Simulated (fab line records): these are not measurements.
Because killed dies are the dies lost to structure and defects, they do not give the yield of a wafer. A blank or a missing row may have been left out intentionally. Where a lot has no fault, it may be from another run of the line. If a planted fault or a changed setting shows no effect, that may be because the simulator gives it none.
The tool behind it: which one? ; flow berkeleyCmos170 ; 7 lots with 21 wafers sampled at 3 steps, on a route of 331 steps

WHAT THE GAUGES READ, wafer by wafer
UCB170_NLDD_TW_MEAS_11.
lot;measured;on;NLDD_TW
L721;day 6 19:54;filmMetro-04;2200 2207 2223
L723;day 7 07:29;filmMetro-02;2233 2241 2231
L726;day 8 04:59;filmMetro-04;2182 2185 2175
L730;day 8 20:08;filmMetro-04;3110 3095 3110
L738;day 10 06:37;filmMetro-04;2194 2203 2205
L737;day 10 07:00;filmMetro-04;2200 2187 2202
L742;day 10 20:23;filmMetro-04;2186 2203 2206

WHAT TOOL EACH LOT RAN ON (gives the tool, then ch and the chambers of the sampled wafers, and finally the start)
lot;UCB170_NLDD_IMPLANT_08;UCB170_NLDD_STRIP_10
L721;implanter-04 ch 0, day 6 19:30;plasmaAsher-04 ch 0,1, day 6 19:48
L723;implanter-01 ch 0, day 7 07:05;plasmaAsher-04 ch 0,1, day 7 07:23
L726;implanter-04 ch 0, day 8 04:36;plasmaAsher-02 ch 0,1, day 8 04:52
L730;implanter-01 ch 0, day 8 19:46;plasmaAsher-04 ch 0,1, day 8 20:02
L738;implanter-02 ch 0, day 10 06:13;plasmaAsher-02 ch 0,1, day 10 06:31
L737;implanter-04 ch 0, day 10 06:38;plasmaAsher-02 ch 0,1, day 10 06:55
L742;implanter-02 ch 0, day 10 20:01;plasmaAsher-01 ch 0,1, day 10 20:18
- UCB170_NLDD_IMPLANT_08
- UCB170_NLDD_STRIP_10: strips in O2.

THE ANSWER, worked out from the rows above alone
Rule: the lots themselves supply what counts as usual. Put in order of their means at a reading, lots are off if they are a third of the lots or fewer, leave a main group of 4 or more, and stand apart from it by a gap of 3 or more times the standard deviation of the main group's means; of several such gaps the widest counts. The tables above print the reading to a certain number of digits; a main group whose means all agree to those digits is not used. A lot without any number at a reading at which 4 lots or more have one is off too. Where the step has rows for the other lots, those lots are counted as sound.
Off: at UCB170_NLDD_TW_MEAS_11 (NLDD_TW), L730. Main group: mean 2204, sd 17.
A tool fits if, at a process step before that reading, it ran every lot that is off, and no sound lot after the first of them. Gauges at UCB170_NLDD_TW_MEAS_11: tried the same way as those tools. Can't be told from this: 2 tools fit, implanter-01 at UCB170_NLDD_IMPLANT_08, plasmaAsher-04 at UCB170_NLDD_STRIP_10.

WHAT THE SIMULATOR HAD INSERTED
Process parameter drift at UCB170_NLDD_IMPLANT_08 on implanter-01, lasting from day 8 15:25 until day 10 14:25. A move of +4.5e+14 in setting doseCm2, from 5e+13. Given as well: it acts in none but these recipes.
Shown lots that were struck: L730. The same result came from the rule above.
